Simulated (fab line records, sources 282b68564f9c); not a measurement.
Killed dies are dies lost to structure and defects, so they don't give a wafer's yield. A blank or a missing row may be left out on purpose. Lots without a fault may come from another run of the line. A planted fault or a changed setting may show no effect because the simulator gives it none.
Which tool did it? | flow rit_cmos | 15 lots, 45 wafers sampled, at 5 steps of a route of 202

WHAT THE GAUGES READ, wafer by wafer
RIT_GATE_OVL_MEAS_17.
lot  | measured    | on         | GATE_OVL (nm)
L668 | day 2 12:34 | overlay-01 | -0.9 -1.1 -0.1
L669 | day 2 18:53 | overlay-02 | -0.8 0.4 0.9
L670 | day 3 00:04 | overlay-02 | 1.8 1.8 1.1
L671 | day 3 05:11 | overlay-01 | -2.8 -0.8 -0.6
L672 | day 3 09:34 | overlay-02 | -0.2 -0.1 0.6
L673 | day 3 13:38 | overlay-01 | 0.1 0.5 0.2
L674 | day 3 18:24 | overlay-02 | 1.0 0.0 0.5
L676 | day 4 05:27 | overlay-02 | 1.2 0.7 0.6
L680 | day 5 04:16 | overlay-02 | -0.6 -1.0 0.1
L681 | day 5 10:47 | overlay-02 | 1.7 -0.1 1.2
L682 | day 5 12:45 | overlay-01 | 1.9 2.1 1.9
L683 | day 5 16:43 | overlay-01 | -1.1 -1.0 0.9
L687 | day 6 12:26 | overlay-02 | 1.0 1.0 1.2
L688 | day 6 16:13 | overlay-01 | 1.1 1.3 0.6
L689 | day 6 23:41 | overlay-02 | -1.8 -0.5 -0.4

RIT_NLDD_TW_MEAS_10.
lot  | measured    | on            | NLDD_TW
L668 | day 2 18:07 | film_metro-02 | 2489 2489 2490
L669 | day 2 23:59 | film_metro-04 | 2469 2464 2476
L670 | day 3 05:07 | film_metro-04 | 2465 2460 2446
L671 | day 3 10:07 | film_metro-02 | 2490 2485 2485
L672 | day 3 14:38 | film_metro-01 | 2505 2491 2484
L673 | day 3 18:43 | film_metro-01 | 2491 2483 2491
L674 | day 3 23:29 | film_metro-01 | 2495 2474 2488
L676 | day 4 10:24 | film_metro-04 | 2460 2453 2459
L680 | day 5 09:29 | film_metro-01 | 2477 2482 2470
L681 | day 5 17:32 | film_metro-01 | 2473 2477 2470
L682 | day 5 17:49 | film_metro-04 | 2477 2481 2475
L683 | day 5 21:46 | film_metro-02 | 2478 2487 2478
L687 | day 6 18:02 | film_metro-01 | 2497 2496 2498
L688 | day 6 21:37 | film_metro-04 | 2448 2449 2459
L689 | day 7 04:44 | film_metro-04 | 2480 2476 2475

RIT_PSD_OVL_MEAS_06.
lot  | measured    | on         | PSD_OVL (nm)
L668 | day 3 00:24 | overlay-01 | 0.0 -0.9 1.3
L669 | day 3 06:29 | overlay-02 | 0.6 2.2 0.4
L670 | day 3 11:50 | overlay-01 | 0.2 -0.9 -0.1
L671 | day 3 16:37 | overlay-01 | -0.6 -1.7 -0.9
L672 | day 3 21:09 | overlay-01 | 0.1 0.9 0.6
L673 | day 4 01:36 | overlay-02 | -0.3 0.4 -0.4
L674 | day 4 06:17 | overlay-02 | 0.0 1.1 0.7
L676 | day 4 16:55 | overlay-01 | 3536.1 3536.0 3536.8 3538.3 3538.5 3539.4
L680 | day 5 16:06 | overlay-02 | 3535.0 3537.0 3536.5 3537.3 3539.0 3539.2
L681 | day 6 01:16 | overlay-02 | 3537.4 3537.4 3537.8 3540.1 3539.8 3540.3
L682 | day 6 00:37 | overlay-02 | 0.8 2.0 1.6
L683 | day 6 04:09 | overlay-01 | -1.1 -0.2 -1.7
L687 | day 7 00:53 | overlay-02 | -0.3 -1.4 0.1
L688 | day 7 03:51 | overlay-01 | -0.4 -1.3 -1.5
L689 | day 7 11:01 | overlay-01 | 1.8 2.1 1.8

RIT_SILICIDE_RS_MEAS_02: measures by four-point-probe.
lot  | measured    | on            | SILICIDE_TI_RS (ohm/sq)
L668 | day 3 02:06 | film_metro-03 | 48.2 47.6 48.2
L669 | day 3 08:10 | film_metro-01 | 47.5 47.2 47.8
L670 | day 3 13:31 | film_metro-02 | 48.2 47.8 47.4
L671 | day 3 18:18 | film_metro-03 | 47.8 48.7 48.7
L672 | day 3 22:52 | film_metro-01 | 47.3 47.5 47.6
L673 | day 4 03:20 | film_metro-01 | 48.5 48.8 48.3
L674 | day 4 07:58 | film_metro-03 | 47.2 47.3 47.1
L682 | day 6 02:19 | film_metro-03 | 48.2 47.9 47.8
L683 | day 6 05:55 | film_metro-02 | 47.5 47.8 47.1
L687 | day 7 02:31 | film_metro-01 | 47.1 47.5 47.0
L688 | day 7 05:32 | film_metro-02 | 49.2 49.3 49.1
L689 | day 7 12:42 | film_metro-01 | 47.9 47.7 48.3

WHICH TOOL RAN EACH LOT (tool, then ch and the chambers of the sampled wafers, then the start)
lot  | RIT_PSD_EXPOSE_03
L668 | iline_stepper-01 ch 0, day 3 00:02
L669 | iline_stepper-01 ch 0, day 3 06:05
L670 | iline_stepper-02 ch 0, day 3 11:26
L671 | iline_stepper-01 ch 0, day 3 16:13
L672 | iline_stepper-01 ch 0, day 3 20:46
L673 | iline_stepper-02 ch 0, day 4 01:12
L674 | iline_stepper-02 ch 0, day 4 05:53
L676 | iline_stepper-01 ch 0, day 4 16:33
L680 | iline_stepper-01 ch 0, day 5 15:42
L681 | iline_stepper-01 ch 0, day 6 00:52
L682 | iline_stepper-02 ch 0, day 6 00:15
L683 | iline_stepper-02 ch 0, day 6 03:45
L687 | iline_stepper-02 ch 0, day 7 00:29
L688 | iline_stepper-02 ch 0, day 7 03:28
L689 | iline_stepper-02 ch 0, day 7 10:37
- RIT_PSD_EXPOSE_03: exposes mask M10, target cd 40900 nm.

WHAT THE TOOLS THEMSELVES READ (means of the sampled wafers that have a number; where no wafer has one, the mark that the record gives instead)
RIT_PSD_EXPOSE_03.
lot  | tool             | focus_offset_nm (nm)
L668 | iline_stepper-01 | 0.4
L669 | iline_stepper-01 | -0.8
L670 | iline_stepper-02 | -0.1
L671 | iline_stepper-01 | 0.0
L672 | iline_stepper-01 | 0.2
L673 | iline_stepper-02 | 0.4
L674 | iline_stepper-02 | 0.2
L676 | iline_stepper-01 | 0.4
L680 | iline_stepper-01 | -0.5
L681 | iline_stepper-01 | 0.6
L682 | iline_stepper-02 | 0.1
L683 | iline_stepper-02 | -0.1
L687 | iline_stepper-02 | 0.5
L688 | iline_stepper-02 | -0.1
L689 | iline_stepper-02 | -0.1

THE ANSWER, worked out from the rows above alone
Rule: what is usual is taken from the lots themselves. Put in order of their means at a reading, lots are off if they are a third of the lots or fewer, leave a main group of 4 or more, and stand apart from it by a gap of 3 or more times the standard deviation of the main group's means; of several such gaps the widest counts. A main group whose means are all the same, to the digits that the tables above print for the reading, isn't used. A lot without any number at a reading at which 4 lots or more have one is off too. The other lots that the step has rows for count as sound. The gauges are gone through in route order, then the tools' own readings, and for those a lot's mean is taken as printed above. The first step at which some lot is off is used, and at that step the reading that is off furthest; a lot without a number counts as furthest.
Off: L676, L680, L681, at RIT_PSD_OVL_MEAS_06 (PSD_OVL). The main group: mean 0.1 nm, standard deviation 0.96.
A tool fits if, at a process step before that reading, it ran every lot that is off, and no sound lot after the first of them. The gauges at RIT_PSD_OVL_MEAS_06 are tried like those tools. One fits: iline_stepper-01 at RIT_PSD_EXPOSE_03. Its last sound lot is L672 (day 3 20:46), its first lot that is off L676 (day 4 16:33): a fault that began between those two fits.

WHAT THE SIMULATOR HAD PUT IN
Scanner matching overlay: iline_stepper-01, from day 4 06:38 on, at RIT_PSD_EXPOSE_03. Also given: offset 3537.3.
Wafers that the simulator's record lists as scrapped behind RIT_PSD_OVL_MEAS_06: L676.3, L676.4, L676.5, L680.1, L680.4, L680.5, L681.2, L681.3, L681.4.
Lots struck among those shown: L676, L680, L681. The rule above found the same.
